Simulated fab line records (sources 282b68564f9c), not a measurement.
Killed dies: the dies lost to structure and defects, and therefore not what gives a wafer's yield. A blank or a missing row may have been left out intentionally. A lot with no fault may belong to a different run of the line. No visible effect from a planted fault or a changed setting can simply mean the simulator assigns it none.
Lot-split experiment :: flow rit cmos :: route with 202 steps; 5 lots, 23 wafers read

== THE SPLIT ==
At RIT_CONTACT_DEVELOP_07 (develop time 120 s), the setting develop time s was moved away from the recipe's 120 s on 10 of the 23 wafers read, by -13.3% to +11.5%. All remaining wafers had this setting at the recipe value.

== FROM THE SPLIT TO THE READING: what the file shows between them, 4 steps ==
- RIT_CONTACT_CD_MEAS_08: target cd 1000 nm
- RIT_CONTACT_HARDBAKE_10: time 60 s
- RIT_CONTACT_ETCH_11: etches SiO2 in CHF3/CF4/Ar, stops on TiSi2, target depth 480 nm, time 320 s
- RIT_CONTACT_STRIP_12: strips in O2, time 180 s

== THE READING ==
cd nm (nm) at RIT_CONTACT_CD_MEAS_90, where the cd target is 1000 nm. Fault-free wafers of this fab line usually give 1000.1 nm, standard deviation 2.2 nm.

wafer: L074.1
tool, chamber at the split: litho track-03, 0
develop time s as run, s: 133.8
against the recipe: +11.5%
cd nm, nm: 1008.2
against lot-mates on the recipe: +9.6

wafer: L074.2
tool, chamber at the split: litho track-03, 0
develop time s as run, s: 133.8
against the recipe: +11.5%
cd nm, nm: 1012.7
against lot-mates on the recipe: +14.1

wafer: L074.3
tool, chamber at the split: litho track-03, 0
develop time s as run, s: 120
against the recipe: recipe
cd nm, nm: 998.8
against lot-mates on the recipe: -

wafer: L074.4
tool, chamber at the split: litho track-03, 0
develop time s as run, s: 120
against the recipe: recipe
cd nm, nm: 998.5
against lot-mates on the recipe: -

wafer: L074.5
tool, chamber at the split: litho track-03, 0
develop time s as run, s: 133.8
against the recipe: +11.5%
cd nm, nm: 1008.0
against lot-mates on the recipe: +9.4

wafer: L082.2
tool, chamber at the split: litho track-03, 0
develop time s as run, s: 120
against the recipe: recipe
cd nm, nm: 999.6
against lot-mates on the recipe: -

wafer: L082.4
tool, chamber at the split: litho track-03, 0
develop time s as run, s: 120
against the recipe: recipe
cd nm, nm: 1000.1
against lot-mates on the recipe: -

wafer: L082.5
tool, chamber at the split: litho track-03, 0
develop time s as run, s: 120
against the recipe: recipe
cd nm, nm: 998.6
against lot-mates on the recipe: -

wafer: L083.1
tool, chamber at the split: litho track-04, 0
develop time s as run, s: 129.4
against the recipe: +7.8%
cd nm, nm: 1001.8
against lot-mates on the recipe: +4.9

wafer: L083.3
tool, chamber at the split: litho track-04, 0
develop time s as run, s: 120
against the recipe: recipe
cd nm, nm: 997.0
against lot-mates on the recipe: -

wafer: L083.4
tool, chamber at the split: litho track-04, 0
develop time s as run, s: 129.4
against the recipe: +7.8%
cd nm, nm: 1001.0
against lot-mates on the recipe: +4.1

wafer: L083.5
tool, chamber at the split: litho track-04, 0
develop time s as run, s: 120
against the recipe: recipe
cd nm, nm: 996.7
against lot-mates on the recipe: -

wafer: L083.6
tool, chamber at the split: litho track-04, 0
develop time s as run, s: 129.4
against the recipe: +7.8%
cd nm, nm: 1002.7
against lot-mates on the recipe: +5.9

wafer: L084.2
tool, chamber at the split: litho track-02, 0
develop time s as run, s: 120
against the recipe: recipe
cd nm, nm: 999.2
against lot-mates on the recipe: -

wafer: L084.3
tool, chamber at the split: litho track-02, 0
develop time s as run, s: 120
against the recipe: recipe
cd nm, nm: 1000.9
against lot-mates on the recipe: -

wafer: L084.4
tool, chamber at the split: litho track-02, 0
develop time s as run, s: 133.1
against the recipe: +10.9%
cd nm, nm: 1009.8
against lot-mates on the recipe: +8.9

wafer: L084.5
tool, chamber at the split: litho track-02, 0
develop time s as run, s: 120
against the recipe: recipe
cd nm, nm: 1002.7
against lot-mates on the recipe: -

wafer: L084.6
tool, chamber at the split: litho track-02, 0
develop time s as run, s: 133.1
against the recipe: +10.9%
cd nm, nm: 1012.0
against lot-mates on the recipe: +11.1

wafer: L085.1
tool, chamber at the split: litho track-04, 0
develop time s as run, s: 120
against the recipe: recipe
cd nm, nm: 995.1
against lot-mates on the recipe: -

wafer: L085.2
tool, chamber at the split: litho track-04, 0
develop time s as run, s: 104
against the recipe: -13.3%
cd nm, nm: 986.5
against lot-mates on the recipe: -10.9

wafer: L085.3
tool, chamber at the split: litho track-04, 0
develop time s as run, s: 104
against the recipe: -13.3%
cd nm, nm: 985.5
against lot-mates on the recipe: -11.9

wafer: L085.4
tool, chamber at the split: litho track-04, 0
develop time s as run, s: 120
against the recipe: recipe
cd nm, nm: 998.3
against lot-mates on the recipe: -

wafer: L085.6
tool, chamber at the split: litho track-04, 0
develop time s as run, s: 120
against the recipe: recipe
cd nm, nm: 998.9
against lot-mates on the recipe: -

THE FIT
A straight line over all 23 wafers: cd nm changes by +0.91 nm for each +1% of develop time s; r = +0.94; the points scatter about the line by 2.4 nm.
The same after taking each lot's own level away (the mean of its wafers on the recipe; 23 wafers): +0.87 nm for each +1%; r = +0.97; scatter 1.5 nm.
That fit puts the effect of the largest move of develop time s on the reading at 12 nm.
From 996.85 to 1000.93 nm: that is the span of the lots' own levels, equal to 1.9 times the standard deviation above.
So the lot-to-lot level changes the slope little: the two slopes agree.
Check: -11.9 nm against its lot-mates is what the line predicts for one of the wafers moved furthest among these (-13.3%) when that wafer is left out of the fit. Against them it came out at -10.9 nm.

== OTHER SPLITS ON THESE WAFERS ==
Note: prior to the reading, these wafers also went through further splits. Each is held against what the fit with the lots' levels taken away leaves over:
other split on the same wafers: RIT_PSD_IMPLANT_08 tilt deg
wafers away from the commonest value: 4
r with cd nm (lot level and that fit taken away): +0.11

other split on the same wafers: RIT_CONTACT_COAT_03 spin rpm
wafers away from the commonest value: 9
r with cd nm (lot level and that fit taken away): +0.57

== THE WHOLE CHAIN: every reading that the file lists as answering this split, in the file's order ==
step: RIT_CONTACT_CD_MEAS_08
what it does: target cd 1000 nm
reading: cd nm
change (the file's fit): +0.867 nm for each +1% of the setting
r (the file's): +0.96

step: RIT_CONTACT_ETCH_11
what it does: etches SiO2 in CHF3/CF4/Ar, stops on TiSi2, target depth 480 nm, time 320 s
reading: CONTACT.cd nm (the simulator's own value, which no gauge read)
change (the file's fit): +0.869 nm for each +1% of the setting
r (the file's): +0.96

step: RIT_CONTACT_CD_MEAS_90
what it does: target cd 1000 nm
reading: cd nm
change (the file's fit): +0.869 nm for each +1% of the setting
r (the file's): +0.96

== FILE'S OWN FIT ==
cd nm changes by +0.869 nm for each +1% of develop time s, r = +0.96.
